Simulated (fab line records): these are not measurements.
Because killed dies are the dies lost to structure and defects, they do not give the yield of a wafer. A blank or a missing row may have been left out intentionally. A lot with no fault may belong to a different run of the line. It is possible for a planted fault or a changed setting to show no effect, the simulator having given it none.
Code-filled problem report in 8D (eight disciplines) form || flow berkeley-cmos170 || the parts of the form that need people (team, actions taken, sign-off) are left out

== 1. WHAT WENT WRONG ==
CONTACT_PSG_THK at UCB170_CONTACT_THK_MEAS_02 reads a mean of 747 nm on 3 wafers of 1 lot; wafers without a fault read 701 nm with a standard deviation of 5.7. That puts it +8.1 standard deviations away from the usual mean.
Seen first at day 9 23:22 on film-metro-02, wafer L531.4. Wafers with a number at this step in the record: 39, from 13 lots. The rule behind "out" and "out of limits": a value lying over 4 standard deviations away from the usual mean. All remaining wafers that have a number are taken as sound.

== 2. WHAT THIS IS AND IS NOT ==
{"question": "which readings at this step", "is": "CONTACT_PSG_THK", "is not": "-"}
{"question": "which lots", "is": "L531", "is not": "L521, L522, L523, L524, L525, L526, L528, L529, L532, L534, L541, L542"}
{"question": "which wafers of those lots", "is": "all that have a number", "is not": "-"}
{"question": "read on which gauges", "is": "film-metro-02", "is not": "film-metro-01, film-metro-04"}
{"question": "when", "is": "from day 9 23:22", "is not": "up to then (27 sound wafers); but 9 sound wafers of L534, L541, L542 came after"}

== 3. THE SUSPECTS, EACH WITH WHAT RULES IT OUT ==
Counting: a tool at a process step up to the reading stays a suspect if it ran every lot that is out and no sound lot after the first of them.
- the gauge at UCB170_CONTACT_THK_MEAS_02: kept. All the wafers that are out were read on film-metro-02, and no step on other tools shows them out.
- lpcvd-02 at UCB170_CONTACT_CVD_01 (deposits PSG from SiH4/O2/PH3, target thk 700 nm, time 2820 s): kept. It ran the lot that is out, L531 (day 9 21:32), and no sound lot after that; its last sound lot up to then is L529 (day 9 05:19).
Remaining after the count are lpcvd-02 at UCB170_CONTACT_CVD_01 and film-metro-02 at UCB170_CONTACT_THK_MEAS_02.

== 4. THE CAUSE (what the simulator had put in) ==
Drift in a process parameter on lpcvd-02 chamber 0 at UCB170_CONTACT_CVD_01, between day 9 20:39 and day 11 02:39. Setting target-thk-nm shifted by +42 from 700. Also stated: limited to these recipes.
2 suspects survive the count, and this tool is in that group.

== 5. THE CHAIN OF EFFECTS, in route order ==
One row per reading whose mean, taken over the struck wafers that have a number, lies over 3 standard deviations from the usual. Readings are gone through only where the record gives a usual standard deviation; hours: the median, over the lots, of the time from a lot's start at the first step in this table giving one to that lot's start at this step; sigmas: the change measured in usual standard deviations.
{"hours": 0, "step": "UCB170_CONTACT_THK_MEAS_02", "reading": "CONTACT_PSG_THK", "usual": "701 nm", "on struck wafers": 747, "change": "+46", "sigmas": "+8.1"}
Later steps that measure or inspect, where all struck wafers having a row at the step show a number for every such reading and not one has moved that far: UCB170_M2_RS_MEAS_02.

== 6. HOW IT WOULD HAVE BEEN CAUGHT EARLIER ==
Counted from the fault's start at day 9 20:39, it took 3 hours until the first out-of-limits reading at a measuring or inspecting step in this record, taken at day 9 23:22.
An alarm limit of 4 standard deviations would not have fired on the tool readings at UCB170_CONTACT_CVD_01 for which the record gives a usual standard deviation, since none of them was out on any struck wafer.
All the lots that are out (1) had begun UCB170_CONTACT_CVD_01 on lpcvd-02 by day 9 23:22. Tool hold at that time: it would have spared none of them.
